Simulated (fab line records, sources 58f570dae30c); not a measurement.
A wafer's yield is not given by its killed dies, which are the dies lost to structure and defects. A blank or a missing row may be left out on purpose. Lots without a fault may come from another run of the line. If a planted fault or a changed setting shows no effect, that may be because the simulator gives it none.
fab line records / flow berkeleyCmos170
[record] lots = 6 wafers = 18 lastDay = 13
route steps=331 shown M2@289 V2@292
lots with no fault: from the same line, run without faults
startH: hours from the record's opening day to when the first of the lot's shown wafers began / waitH: how many hours have passed since the lot's step before this one / " same as the row above / L1.1+2: several wafers, shown together as one row / - no value present, or no start provided / * or withheld: withheld / < > ~ a bound
route shown NAME@n: a module of which the file shows steps, and the number in the route of the first / usual: mean/standard deviation of fault-free wafers / same: alike in all rows / chamber/n: place in a boat / sites: each site's reading / _std_site: how widely they spread, as a standard deviation / _edge_site: inner sites' mean taken away from outer sites' mean / radiusMm: how far each site lies from the wafer's centre / mask NAME#n: copy n / behind: the most recent tool/chamber to have shaped the wafer / hold: reason for holding the lot/hours on hold/outcome of the hold / device: whichever transistor did not switch (one of n, p or np) / end of line: tests run on the same wafers once the route is complete / where a step has no rows: the recipe by itself / killed: dies that structure and defects cost at the first sort, which is not the same as the wafer's yield / map: shows each die of a wafer: x if killed, . if not, _ if none is there
set.NAME: the setting the step ran with; set.NAME@STEP: the setting that earlier step ran with / model.NAME: the simulator's own value behind a step, which no gauge read
certain route steps with their lots: each step a table, each wafer a row
services: the hour from which a tool's chamber was out of use, counted from the record's first day as startH (under 0 if before that day), plus the number of hours and why
[[steps]]
[step UCB170_M2_METAL_ETCH_18]
[recipe] chemistry = Cl2/BCl3 target = Al stopOn = SiO2 pressureMtorr = 12 targetDepthA = 11700 overEtchFrac = 0.3 timeS = 195 icpW = 600 biasW = 120 Cl2_flow_sccm = 90 bcl3FlowSccm = 45
[usual] drypumpMotorCurrentA = 5.38/0.29 oesProductAu = 0.855/0.019 throttleValvePct = 24.48/0.16
lot.wafer=L911.3 tool=rieMetal-04 chamber=0 startH=171.93 waitH=- drypumpMotorCurrentA=5.60 oesProductAu=0.862 rfHoursCounterH=- throttleValvePct=24.55
lot.wafer=L911.4 tool=rieMetal-04 chamber=1 startH=171.93 waitH=- drypumpMotorCurrentA=5.33 oesProductAu=0.877 rfHoursCounterH=- throttleValvePct=24.47
lot.wafer=L911.5 tool=rieMetal-04 chamber=1 startH=171.93 waitH=- drypumpMotorCurrentA=5.32 oesProductAu=0.887 rfHoursCounterH=- throttleValvePct=24.46
lot.wafer=L916.4 tool=rieMetal-01 chamber=1 startH=207.27 waitH=- drypumpMotorCurrentA=5.65 oesProductAu=0.841 rfHoursCounterH=- throttleValvePct=24.63
lot.wafer=L916.5 tool=rieMetal-01 chamber=1 startH=207.27 waitH=- drypumpMotorCurrentA=5.66 oesProductAu=0.844 rfHoursCounterH=- throttleValvePct=24.62
lot.wafer=L916.6 tool=rieMetal-01 chamber=0 startH=207.27 waitH=- drypumpMotorCurrentA=5.56 oesProductAu=0.825 rfHoursCounterH=- throttleValvePct=24.51
lot.wafer=L918.1 tool=rieMetal-04 chamber=0 startH=209.68 waitH=- drypumpMotorCurrentA=5.59 oesProductAu=0.859 rfHoursCounterH=4 throttleValvePct=24.55
lot.wafer=L918.2 tool=rieMetal-04 chamber=1 startH=209.68 waitH=- drypumpMotorCurrentA=5.35 oesProductAu=0.867 rfHoursCounterH=10 throttleValvePct=24.48
lot.wafer=L918.3 tool=rieMetal-04 chamber=0 startH=209.68 waitH=- drypumpMotorCurrentA=5.60 oesProductAu=0.861 rfHoursCounterH=- throttleValvePct=24.55
lot.wafer=L921.1 tool=rieMetal-01 chamber=0 startH=220.32 waitH=- drypumpMotorCurrentA=5.57 oesProductAu=0.824 rfHoursCounterH=2 throttleValvePct=24.49
lot.wafer=L921.2 tool=rieMetal-01 chamber=1 startH=220.32 waitH=- drypumpMotorCurrentA=5.66 oesProductAu=0.842 rfHoursCounterH=4 throttleValvePct=24.59
lot.wafer=L921.4 tool=rieMetal-01 chamber=1 startH=220.32 waitH=- drypumpMotorCurrentA=5.63 oesProductAu=0.852 rfHoursCounterH=- throttleValvePct=24.62
lot.wafer=L920.1 tool=rieMetal-03 chamber=0 startH=220.68 waitH=- drypumpMotorCurrentA=4.85 oesProductAu=0.844 rfHoursCounterH=5 throttleValvePct=24.09
lot.wafer=L920.5 tool=rieMetal-03 chamber=0 startH=220.68 waitH=- drypumpMotorCurrentA=4.89 oesProductAu=0.843 rfHoursCounterH=- throttleValvePct=24.09
lot.wafer=L920.6 tool=rieMetal-03 chamber=1 startH=220.68 waitH=- drypumpMotorCurrentA=4.93 oesProductAu=0.862 rfHoursCounterH=- throttleValvePct=24.57
lot.wafer=L933.1 tool=rieMetal-03 chamber=1 startH=309.30 waitH=- drypumpMotorCurrentA=4.92 oesProductAu=0.863 rfHoursCounterH=11 throttleValvePct=24.56
lot.wafer=L933.3 tool=rieMetal-03 chamber=0 startH=309.30 waitH=- drypumpMotorCurrentA=4.91 oesProductAu=0.842 rfHoursCounterH=- throttleValvePct=24.08
lot.wafer=L933.4 tool=rieMetal-03 chamber=1 startH=309.30 waitH=- drypumpMotorCurrentA=4.95 oesProductAu=0.861 rfHoursCounterH=- throttleValvePct=24.56
[step UCB170_M2_STRIP_19]
[recipe] chemistry = O2 powerW = 400 pressureMtorr = 3500 platenTempC = withheld o2FlowSccm = 400 overashFraction = 0.5
[usual] drypumpMotorCurrentA = 6.0/0.53 o2FlowSccm = 399.9/1.1 oesProductAu = 0.540/0.02
lot.wafer=L911.3 tool=plasmaAsher-04 chamber=0 startH=172.08 waitH=0.1 drypumpMotorCurrentA=5.0 o2FlowSccm=398.8 oesProductAu=0.543 rfHoursCounterH=-
lot.wafer=L911.4 tool=plasmaAsher-04 chamber=1 startH=172.08 waitH=0.1 drypumpMotorCurrentA=6.6 o2FlowSccm=399.7 oesProductAu=0.542 rfHoursCounterH=-
lot.wafer=L911.5 tool=plasmaAsher-04 chamber=1 startH=172.08 waitH=0.1 drypumpMotorCurrentA=6.6 o2FlowSccm=399.8 oesProductAu=0.535 rfHoursCounterH=-
lot.wafer=L916.4 tool=plasmaAsher-02 chamber=0 startH=207.43 waitH=0.1 drypumpMotorCurrentA=6.5 o2FlowSccm=402.8 oesProductAu=0.515 rfHoursCounterH=-
lot.wafer=L916.5 tool=plasmaAsher-02 chamber=0 startH=207.43 waitH=0.1 drypumpMotorCurrentA=6.5 o2FlowSccm=400.3 oesProductAu=0.512 rfHoursCounterH=-
lot.wafer=L916.6 tool=plasmaAsher-02 chamber=1 startH=207.43 waitH=0.1 drypumpMotorCurrentA=5.6 o2FlowSccm=400.1 oesProductAu=0.553 rfHoursCounterH=-
lot.wafer=L918.1 tool=plasmaAsher-02 chamber=1 startH=209.86 waitH=0.1 drypumpMotorCurrentA=5.6 o2FlowSccm=398.5 oesProductAu=0.542 rfHoursCounterH=43
lot.wafer=L918.2 tool=plasmaAsher-02 chamber=0 startH=209.86 waitH=0.1 drypumpMotorCurrentA=6.5 o2FlowSccm=399.6 oesProductAu=0.536 rfHoursCounterH=43
lot.wafer=L918.3 tool=plasmaAsher-02 chamber=0 startH=209.86 waitH=0.1 drypumpMotorCurrentA=6.5 o2FlowSccm=398.6 oesProductAu=0.543 rfHoursCounterH=-
lot.wafer=L921.1 tool=plasmaAsher-01 chamber=1 startH=220.51 waitH=0.1 drypumpMotorCurrentA=6.1 o2FlowSccm=400.6 oesProductAu=0.564 rfHoursCounterH=48
lot.wafer=L921.2 tool=plasmaAsher-01 chamber=0 startH=220.51 waitH=0.1 drypumpMotorCurrentA=5.7 o2FlowSccm=399.7 oesProductAu=0.522 rfHoursCounterH=48
lot.wafer=L921.4 tool=plasmaAsher-01 chamber=1 startH=220.51 waitH=0.1 drypumpMotorCurrentA=6.1 o2FlowSccm=400.5 oesProductAu=0.517 rfHoursCounterH=-
lot.wafer=L920.1 tool=plasmaAsher-02 chamber=0 startH=220.87 waitH=0.1 drypumpMotorCurrentA=6.5 o2FlowSccm=399.1 oesProductAu=0.518 rfHoursCounterH=44
lot.wafer=L920.5 tool=plasmaAsher-02 chamber=0 startH=220.87 waitH=0.1 drypumpMotorCurrentA=6.5 o2FlowSccm=400.7 oesProductAu=0.529 rfHoursCounterH=-
lot.wafer=L920.6 tool=plasmaAsher-02 chamber=1 startH=220.87 waitH=0.1 drypumpMotorCurrentA=5.7 o2FlowSccm=400.9 oesProductAu=0.583 rfHoursCounterH=-
lot.wafer=L933.1 tool=plasmaAsher-02 chamber=0 startH=309.49 waitH=0.1 drypumpMotorCurrentA=6.5 o2FlowSccm=400.2 oesProductAu=0.568 rfHoursCounterH=53
lot.wafer=L933.3 tool=plasmaAsher-02 chamber=0 startH=309.49 waitH=0.1 drypumpMotorCurrentA=6.5 o2FlowSccm=399.9 oesProductAu=0.532 rfHoursCounterH=-
lot.wafer=L933.4 tool=plasmaAsher-02 chamber=1 startH=309.49 waitH=0.1 drypumpMotorCurrentA=5.6 o2FlowSccm=398.3 oesProductAu=0.580 rfHoursCounterH=-
[step UCB170_M2_CD_MEAS_90]
[recipe] targetCdNm = 700
[usual] cdNm = 700/3.2
lot.wafer=L911.3 tool=cdSem-01 chamber=- startH=172.19 waitH=0.1 cdNm=705
lot.wafer=L911.4 tool=cdSem-01 chamber=- startH=172.19 waitH=0.1 cdNm=698
lot.wafer=L911.5 tool=cdSem-01 chamber=- startH=172.19 waitH=0.1 cdNm=703
lot.wafer=L916.4 tool=cdSem-01 chamber=- startH=207.55 waitH=0.1 cdNm=700
lot.wafer=L916.5 tool=cdSem-01 chamber=- startH=207.55 waitH=0.1 cdNm=704
lot.wafer=L916.6 tool=cdSem-01 chamber=- startH=207.55 waitH=0.1 cdNm=700
lot.wafer=L918.1 tool=cdSem-01 chamber=- startH=209.96 waitH=0.1 cdNm=704
lot.wafer=L918.2 tool=cdSem-01 chamber=- startH=209.96 waitH=0.1 cdNm=699
lot.wafer=L918.3 tool=cdSem-01 chamber=- startH=209.96 waitH=0.1 cdNm=704
lot.wafer=L921.1 tool=cdSem-01 chamber=- startH=220.72 waitH=0.2 cdNm=696
lot.wafer=L921.2 tool=cdSem-01 chamber=- startH=220.72 waitH=0.2 cdNm=696
lot.wafer=L921.4 tool=cdSem-01 chamber=- startH=220.72 waitH=0.2 cdNm=698
lot.wafer=L920.1 tool=cdSem-01 chamber=- startH=220.97 waitH=0.1 cdNm=694
lot.wafer=L920.5 tool=cdSem-01 chamber=- startH=220.97 waitH=0.1 cdNm=697
lot.wafer=L920.6 tool=cdSem-01 chamber=- startH=220.97 waitH=0.1 cdNm=696
lot.wafer=L933.1 tool=cdSem-01 chamber=- startH=309.59 waitH=0.1 cdNm=700
lot.wafer=L933.3 tool=cdSem-01 chamber=- startH=309.59 waitH=0.1 cdNm=699
lot.wafer=L933.4 tool=cdSem-01 chamber=- startH=309.59 waitH=0.1 cdNm=701
[step UCB170_V2_CVD_00]
[recipe] material = SiO2 targetThkNm = 2000 tempC = 390 precursor = TEOS/O2 timeS = 250 rfW = 550 pressureMtorr = 9000
[usual] heaterPowerW = 272/61 susceptorTempC = 390.03/0.21
lot.wafer=L911.3 tool=pecvd-02 chamber=1 startH=172.27 waitH=0.1 heaterPowerW=205 susceptorTempC=389.79
lot.wafer=L911.4 tool=pecvd-02 chamber=1 startH=172.27 waitH=0.1 heaterPowerW=162 susceptorTempC=390.01
lot.wafer=L911.5 tool=pecvd-02 chamber=2 startH=172.27 waitH=0.1 heaterPowerW=295 susceptorTempC=389.43
lot.wafer=L916.4 tool=pecvd-04 chamber=2 startH=207.69 waitH=0.1 heaterPowerW=277 susceptorTempC=389.93
lot.wafer=L916.5 tool=pecvd-04 chamber=1 startH=207.69 waitH=0.1 heaterPowerW=208 susceptorTempC=390.28
lot.wafer=L916.6 tool=pecvd-04 chamber=0 startH=207.69 waitH=0.1 heaterPowerW=291 susceptorTempC=389.88
lot.wafer=L918.1 tool=pecvd-01 chamber=1 startH=210.08 waitH=0.1 heaterPowerW=270 susceptorTempC=390.57
lot.wafer=L918.2 tool=pecvd-01 chamber=0 startH=210.08 waitH=0.1 heaterPowerW=286 susceptorTempC=389.87
lot.wafer=L918.3 tool=pecvd-01 chamber=2 startH=210.08 waitH=0.1 heaterPowerW=236 susceptorTempC=390.06
lot.wafer=L921.1 tool=pecvd-04 chamber=2 startH=220.84 waitH=0.1 heaterPowerW=339 susceptorTempC=389.73
lot.wafer=L921.2 tool=pecvd-04 chamber=0 startH=220.84 waitH=0.1 heaterPowerW=373 susceptorTempC=389.97
lot.wafer=L921.4 tool=pecvd-04 chamber=2 startH=220.84 waitH=0.1 heaterPowerW=279 susceptorTempC=389.94
lot.wafer=L920.1 tool=pecvd-02 chamber=1 startH=221.09 waitH=0.1 heaterPowerW=164 susceptorTempC=390.03
lot.wafer=L920.5 tool=pecvd-02 chamber=0 startH=221.09 waitH=0.1 heaterPowerW=198 susceptorTempC=389.96
lot.wafer=L920.6 tool=pecvd-02 chamber=2 startH=221.09 waitH=0.1 heaterPowerW=399 susceptorTempC=389.80
lot.wafer=L933.1 tool=pecvd-01 chamber=1 startH=309.71 waitH=0.1 heaterPowerW=247 susceptorTempC=389.89
lot.wafer=L933.3 tool=pecvd-01 chamber=2 startH=309.71 waitH=0.1 heaterPowerW=191 susceptorTempC=390.00
lot.wafer=L933.4 tool=pecvd-01 chamber=1 startH=309.71 waitH=0.1 heaterPowerW=298 susceptorTempC=390.15
[step UCB170_V2_THK_MEAS_01]
[recipe] reads = SiO2_of_V2_CVD_00
[usual] V2_TEOS_THK = 1997/26
lot.wafer=L911.3 tool=filmMetro-03 chamber=- startH=172.45 waitH=0.1 V2_TEOS_THK[nm]=2014
lot.wafer=L911.4 tool=filmMetro-03 chamber=- startH=172.45 waitH=0.1 V2_TEOS_THK[nm]=2038
lot.wafer=L911.5 tool=filmMetro-03 chamber=- startH=172.45 waitH=0.1 V2_TEOS_THK[nm]=2032
lot.wafer=L916.4 tool=filmMetro-02 chamber=- startH=207.80 waitH=0.0 V2_TEOS_THK[nm]=1993
lot.wafer=L916.5 tool=filmMetro-02 chamber=- startH=207.80 waitH=0.0 V2_TEOS_THK[nm]=2015
lot.wafer=L916.6 tool=filmMetro-02 chamber=- startH=207.80 waitH=0.0 V2_TEOS_THK[nm]=2005
lot.wafer=L918.1 tool=filmMetro-02 chamber=- startH=210.24 waitH=0.1 V2_TEOS_THK[nm]=1982
lot.wafer=L918.2 tool=filmMetro-02 chamber=- startH=210.24 waitH=0.1 V2_TEOS_THK[nm]=2003
lot.wafer=L918.3 tool=filmMetro-02 chamber=- startH=210.24 waitH=0.1 V2_TEOS_THK[nm]=1961
lot.wafer=L921.1 tool=filmMetro-03 chamber=- startH=221.01 waitH=0.1 V2_TEOS_THK[nm]=1955
lot.wafer=L921.2 tool=filmMetro-03 chamber=- startH=221.01 waitH=0.1 V2_TEOS_THK[nm]=1964
lot.wafer=L921.4 tool=filmMetro-03 chamber=- startH=221.01 waitH=0.1 V2_TEOS_THK[nm]=2001
lot.wafer=L920.1 tool=filmMetro-03 chamber=- startH=221.24 waitH=0.1 V2_TEOS_THK[nm]=1983
lot.wafer=L920.5 tool=filmMetro-03 chamber=- startH=221.24 waitH=0.1 V2_TEOS_THK[nm]=2012
lot.wafer=L920.6 tool=filmMetro-03 chamber=- startH=221.24 waitH=0.1 V2_TEOS_THK[nm]=2034
lot.wafer=L933.1 tool=filmMetro-02 chamber=- startH=309.87 waitH=0.1 V2_TEOS_THK[nm]=1986
lot.wafer=L933.3 tool=filmMetro-02 chamber=- startH=309.87 waitH=0.1 V2_TEOS_THK[nm]=1976
lot.wafer=L933.4 tool=filmMetro-02 chamber=- startH=309.87 waitH=0.1 V2_TEOS_THK[nm]=2010
[step UCB170_V2_CMP_02]
[recipe] material = SiO2 downForcePsi = 6 platenRpm = 60 padVelocityMS = 0.75398
[usual] edgeZonePressureFrac = 1.001/0.0045 motorCurrentA = 16.2/2
lot.wafer=L911.4 tool=cmp-02 chamber=2 startH=172.49 waitH=0.0 edgeZonePressureFrac=1.004 motorCurrentA=19.3
lot.wafer=L911.3 tool=cmp-02 chamber=3 startH=172.49 waitH=0.0 edgeZonePressureFrac=1.005 motorCurrentA=17.4
lot.wafer=L911.5 tool=cmp-02 chamber=2 startH=172.49 waitH=0.0 edgeZonePressureFrac=0.998 motorCurrentA=18.8
lot.wafer=L916.4 tool=cmp-01 chamber=3 startH=207.98 waitH=0.2 edgeZonePressureFrac=0.994 motorCurrentA=12.9
lot.wafer=L916.6 tool=cmp-01 chamber=0 startH=207.98 waitH=0.2 edgeZonePressureFrac=1.000 motorCurrentA=15.0
lot.wafer=L916.5 tool=cmp-01 chamber=1 startH=207.98 waitH=0.2 edgeZonePressureFrac=0.994 motorCurrentA=19.7
lot.wafer=L918.1 tool=cmp-01 chamber=0 startH=210.30 waitH=0.1 edgeZonePressureFrac=1.003 motorCurrentA=14.1
lot.wafer=L918.2 tool=cmp-01 chamber=1 startH=210.30 waitH=0.1 edgeZonePressureFrac=1.010 motorCurrentA=19.2
lot.wafer=L918.3 tool=cmp-01 chamber=2 startH=210.30 waitH=0.1 edgeZonePressureFrac=1.002 motorCurrentA=15.3
lot.wafer=L921.1 tool=cmp-01 chamber=2 startH=221.12 waitH=0.1 edgeZonePressureFrac=0.999 motorCurrentA=15.7
lot.wafer=L921.4 tool=cmp-01 chamber=3 startH=221.12 waitH=0.1 edgeZonePressureFrac=1.000 motorCurrentA=13.7
lot.wafer=L921.2 tool=cmp-01 chamber=0 startH=221.12 waitH=0.1 edgeZonePressureFrac=1.000 motorCurrentA=14.7
lot.wafer=L920.1 tool=cmp-01 chamber=1 startH=221.52 waitH=0.3 edgeZonePressureFrac=1.004 motorCurrentA=19.9
lot.wafer=L920.6 tool=cmp-01 chamber=2 startH=221.52 waitH=0.3 edgeZonePressureFrac=1.000 motorCurrentA=16.3
lot.wafer=L920.5 tool=cmp-01 chamber=3 startH=221.52 waitH=0.3 edgeZonePressureFrac=0.992 motorCurrentA=13.7
lot.wafer=L933.1 tool=cmp-01 chamber=1 startH=309.93 waitH=0.1 edgeZonePressureFrac=1.009 motorCurrentA=18.0
lot.wafer=L933.3 tool=cmp-01 chamber=2 startH=309.93 waitH=0.1 edgeZonePressureFrac=1.002 motorCurrentA=16.6
lot.wafer=L933.4 tool=cmp-01 chamber=0 startH=309.93 waitH=0.1 edgeZonePressureFrac=1.005 motorCurrentA=14.9
[step UCB170_V2_BOW_MEAS_03]
[recipe] mode = bow
[usual] V2_BOW = 36/6.8
lot.wafer=L911.3 tool=filmMetro-02 chamber=- startH=172.83 waitH=0.2 V2_BOW[um]=47
lot.wafer=L911.4 tool=filmMetro-02 chamber=- startH=172.83 waitH=0.2 V2_BOW[um]=50
lot.wafer=L911.5 tool=filmMetro-02 chamber=- startH=172.83 waitH=0.2 V2_BOW[um]=40
lot.wafer=L916.4 tool=filmMetro-04 chamber=- startH=208.19 waitH=0.2 V2_BOW[um]=35
lot.wafer=L916.5 tool=filmMetro-04 chamber=- startH=208.19 waitH=0.2 V2_BOW[um]=37
lot.wafer=L916.6 tool=filmMetro-04 chamber=- startH=208.19 waitH=0.2 V2_BOW[um]=33
lot.wafer=L918.1 tool=filmMetro-04 chamber=- startH=210.60 waitH=0.2 V2_BOW[um]=20
lot.wafer=L918.2 tool=filmMetro-04 chamber=- startH=210.60 waitH=0.2 V2_BOW[um]=34
lot.wafer=L918.3 tool=filmMetro-04 chamber=- startH=210.60 waitH=0.2 V2_BOW[um]=24
lot.wafer=L921.1 tool=filmMetro-04 chamber=- startH=221.37 waitH=0.2 V2_BOW[um]=31
lot.wafer=L921.2 tool=filmMetro-04 chamber=- startH=221.37 waitH=0.2 V2_BOW[um]=40
lot.wafer=L921.4 tool=filmMetro-04 chamber=- startH=221.37 waitH=0.2 V2_BOW[um]=31
lot.wafer=L920.1 tool=filmMetro-02 chamber=- startH=221.67 waitH=0.1 V2_BOW[um]=38
lot.wafer=L920.5 tool=filmMetro-02 chamber=- startH=221.67 waitH=0.1 V2_BOW[um]=43
lot.wafer=L920.6 tool=filmMetro-02 chamber=- startH=221.67 waitH=0.1 V2_BOW[um]=35
lot.wafer=L933.1 tool=filmMetro-04 chamber=- startH=310.23 waitH=0.2 V2_BOW[um]=38
lot.wafer=L933.3 tool=filmMetro-04 chamber=- startH=310.23 waitH=0.2 V2_BOW[um]=34
lot.wafer=L933.4 tool=filmMetro-04 chamber=- startH=310.23 waitH=0.2 V2_BOW[um]=37
[step UCB170_V2_THK_MEAS_04]
[recipe] reads = SiO2_of_V2_CVD_00
[usual] V2_POLISHED_THK = 1000.2/1.1
lot.wafer=L911.3 tool=filmMetro-02 chamber=- startH=172.93 waitH=0.1 V2_POLISHED_THK[nm]=998.3
lot.wafer=L911.4 tool=filmMetro-02 chamber=- startH=172.93 waitH=0.1 V2_POLISHED_THK[nm]=998.4
lot.wafer=L911.5 tool=filmMetro-02 chamber=- startH=172.93 waitH=0.1 V2_POLISHED_THK[nm]=998.7
lot.wafer=L916.4 tool=filmMetro-04 chamber=- startH=208.28 waitH=0.1 V2_POLISHED_THK[nm]=998.9
lot.wafer=L916.5 tool=filmMetro-04 chamber=- startH=208.28 waitH=0.1 V2_POLISHED_THK[nm]=998.1
lot.wafer=L916.6 tool=filmMetro-04 chamber=- startH=208.28 waitH=0.1 V2_POLISHED_THK[nm]=999.3
lot.wafer=L918.1 tool=filmMetro-04 chamber=- startH=210.72 waitH=0.1 V2_POLISHED_THK[nm]=1001.2
lot.wafer=L918.2 tool=filmMetro-04 chamber=- startH=210.72 waitH=0.1 V2_POLISHED_THK[nm]=1000.9
lot.wafer=L918.3 tool=filmMetro-04 chamber=- startH=210.72 waitH=0.1 V2_POLISHED_THK[nm]=1001.5
lot.wafer=L921.1 tool=filmMetro-04 chamber=- startH=221.49 waitH=0.1 V2_POLISHED_THK[nm]=1001.6
lot.wafer=L921.2 tool=filmMetro-04 chamber=- startH=221.49 waitH=0.1 V2_POLISHED_THK[nm]=1000.1
lot.wafer=L921.4 tool=filmMetro-04 chamber=- startH=221.49 waitH=0.1 V2_POLISHED_THK[nm]=999.0
lot.wafer=L920.1 tool=filmMetro-02 chamber=- startH=221.79 waitH=0.1 V2_POLISHED_THK[nm]=999.5
lot.wafer=L920.5 tool=filmMetro-02 chamber=- startH=221.79 waitH=0.1 V2_POLISHED_THK[nm]=998.3
lot.wafer=L920.6 tool=filmMetro-02 chamber=- startH=221.79 waitH=0.1 V2_POLISHED_THK[nm]=1000.2
lot.wafer=L933.1 tool=filmMetro-04 chamber=- startH=310.35 waitH=0.1 V2_POLISHED_THK[nm]=1001.6
lot.wafer=L933.3 tool=filmMetro-04 chamber=- startH=310.35 waitH=0.1 V2_POLISHED_THK[nm]=1000.8
lot.wafer=L933.4 tool=filmMetro-04 chamber=- startH=310.35 waitH=0.1 V2_POLISHED_THK[nm]=1001.5
[step UCB170_V2_CLEAN_05]
[recipe] chemistry = DIW
[step UCB170_V2_HMDS_06]
[recipe] primeTimeS = 60 primeTempC = 100
[step UCB170_V2_COAT_07]
[recipe] resist = KrF spinRpm = 1500 resistThkNm = 900
[step UCB170_V2_SOFTBAKE_08]
[recipe] resist = KrF tempC = 130 timeS = 60
[step UCB170_V2_EXPOSE_09]
[recipe] maskId = VIA2 targetCdNm = 700 na = 0.5 sigmaOuter = 0.6 sourceShape = conventional doseMj = 37
[usual] exposureDoseMJCm2 = 36.97/0.041 focusOffsetNm = -0.1/0.51 stageVelMmS = 500.01/0.22
lot.wafer=L911.3 tool=krfScanner-01 chamber=0 startH=174.17 waitH=0.2 mask=VIA2#0 exposureDoseMJCm2=36.99 focusOffsetNm=-0.8 stageVelMmS=499.95
lot.wafer=L911.4 tool=krfScanner-01 chamber=0 startH=174.17 waitH=0.2 mask=VIA2#0 exposureDoseMJCm2=36.95 focusOffsetNm=-0.3 stageVelMmS=500.03
lot.wafer=L911.5 tool=krfScanner-01 chamber=0 startH=174.17 waitH=0.2 mask=VIA2#0 exposureDoseMJCm2=36.95 focusOffsetNm=0.0 stageVelMmS=500.07
lot.wafer=L916.4 tool=krfScanner-02 chamber=0 startH=209.51 waitH=0.2 mask=VIA2#0 exposureDoseMJCm2=36.96 focusOffsetNm=0.5 stageVelMmS=500.32
lot.wafer=L916.5 tool=krfScanner-02 chamber=0 startH=209.51 waitH=0.2 mask=VIA2#0 exposureDoseMJCm2=36.99 focusOffsetNm=-0.2 stageVelMmS=500.50
lot.wafer=L916.6 tool=krfScanner-02 chamber=0 startH=209.51 waitH=0.2 mask=VIA2#0 exposureDoseMJCm2=36.91 focusOffsetNm=-0.4 stageVelMmS=500.31
lot.wafer=L918.1 tool=krfScanner-01 chamber=- startH=211.54 waitH=0.2 mask=VIA2#0 exposureDoseMJCm2=- focusOffsetNm=- stageVelMmS=-
lot.wafer=L918.2 tool=krfScanner-01 chamber=- startH=211.54 waitH=0.2 mask=VIA2#0 exposureDoseMJCm2=- focusOffsetNm=- stageVelMmS=-
lot.wafer=L918.3 tool=krfScanner-01 chamber=- startH=211.54 waitH=0.2 mask=VIA2#0 exposureDoseMJCm2=- focusOffsetNm=- stageVelMmS=-
lot.wafer=L921.1 tool=krfScanner-02 chamber=- startH=222.54 waitH=0.2 mask=VIA2#0 exposureDoseMJCm2=- focusOffsetNm=- stageVelMmS=-
lot.wafer=L921.2 tool=krfScanner-02 chamber=- startH=222.54 waitH=0.2 mask=VIA2#0 exposureDoseMJCm2=- focusOffsetNm=- stageVelMmS=-
lot.wafer=L921.4 tool=krfScanner-02 chamber=- startH=222.54 waitH=0.2 mask=VIA2#0 exposureDoseMJCm2=- focusOffsetNm=- stageVelMmS=-
lot.wafer=L920.1 tool=krfScanner-02 chamber=0 startH=222.66 waitH=0.3 mask=VIA2#0 exposureDoseMJCm2=36.95 focusOffsetNm=-0.5 stageVelMmS=499.77
lot.wafer=L920.5 tool=krfScanner-02 chamber=0 startH=222.66 waitH=0.3 mask=VIA2#0 exposureDoseMJCm2=36.97 focusOffsetNm=-0.4 stageVelMmS=499.81
lot.wafer=L920.6 tool=krfScanner-02 chamber=0 startH=222.66 waitH=0.3 mask=VIA2#0 exposureDoseMJCm2=36.95 focusOffsetNm=0.1 stageVelMmS=500.27
lot.wafer=L933.1 tool=krfScanner-02 chamber=0 startH=311.42 waitH=0.1 mask=VIA2#0 exposureDoseMJCm2=36.95 focusOffsetNm=-0.2 stageVelMmS=499.95
lot.wafer=L933.3 tool=krfScanner-02 chamber=0 startH=311.42 waitH=0.1 mask=VIA2#0 exposureDoseMJCm2=36.97 focusOffsetNm=-0.2 stageVelMmS=500.09
lot.wafer=L933.4 tool=krfScanner-02 chamber=0 startH=311.42 waitH=0.1 mask=VIA2#0 exposureDoseMJCm2=36.97 focusOffsetNm=-0.3 stageVelMmS=500.06
[step UCB170_V2_PEB_10]
[recipe] pebTempC = 130 pebTimeS = withheld resist = KrF
[[services]]
tool=pecvd-01 chamber=- startH=171.11 hours=2.8 kind=pm
tool=cmp-02 chamber=- startH=173.97 hours=4.7 kind=pm
tool=plasmaAsher-04 chamber=- startH=197.11 hours=0.4 kind=repair
tool=rieMetal-04 chamber=- startH=197.89 hours=2.8 kind=pm
tool=pecvd-01 chamber=- startH=202.87 hours=5.9 kind=repair
tool=plasmaAsher-04 chamber=- startH=204.01 hours=1.1 kind=repair
tool=cmp-02 chamber=- startH=208.25 hours=5.0 kind=pm
tool=rieMetal-01 chamber=- startH=209.27 hours=1.5 kind=repair
tool=krfScanner-01 chamber=- startH=211.86 hours=7.5 kind=repair
tool=cmp-02 chamber=- startH=219.54 hours=6.8 kind=repair
tool=krfScanner-01 chamber=- startH=220.09 hours=1.3 kind=pm
tool=rieMetal-03 chamber=1 startH=225.67 hours=10.7 kind=repair
tool=pecvd-04 chamber=- startH=242.50 hours=14.0 kind=pm
tool=rieMetal-01 chamber=- startH=254.18 hours=2.8 kind=pm
tool=pecvd-01 chamber=- startH=254.77 hours=0.3 kind=repair
tool=krfScanner-02 chamber=- startH=259.07 hours=1.3 kind=pm
tool=krfScanner-01 chamber=- startH=261.72 hours=0.2 kind=repair
tool=krfScanner-02 chamber=- startH=263.61 hours=1.0 kind=pm
tool=krfScanner-01 chamber=- startH=267.40 hours=1.0 kind=pm
tool=krfScanner-02 chamber=- startH=275.58 hours=0.8 kind=pm
tool=pecvd-01 chamber=- startH=286.90 hours=3.0 kind=repair
tool=krfScanner-01 chamber=- startH=290.74 hours=0.8 kind=pm
tool=rieMetal-01 chamber=0 startH=300.25 hours=1.7 kind=repair
tool=pecvd-04 chamber=0 startH=307.66 hours=5.5 kind=repair
[[key]]
[firstSign] step = UCB170_V2_EXPOSE_09 reading = toolRecord direction = missing
effect none on later readings
metAt UCB170_V2_EXPOSE_09
struckWafers L918.1,L918.2,L918.3,L921.1,L921.2,L921.4
laterRowsLeftOut L918.1,L918.2,L918.3,L921.1,L921.2,L921.4
sortLeftOut L918.1,L918.2,L918.3,L921.1,L921.2,L921.4
onsetBetween 209.51 211.54
[fault] kind = skippedStepWhole tool = krfScanner-01,krfScanner-02 chamber = - onsetH = 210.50 steps = UCB170_V2_EXPOSE_09 scope = struckLotsOnly
// sortLeftOut: the simulated sort isn't trusted on such a fault, so these wafers' sort isn't shown, and their yield isn't known
// laterRowsLeftOut: the simulator's readings of these wafers behind a module that went badly wrong aren't trusted and aren't shown, but for the sort
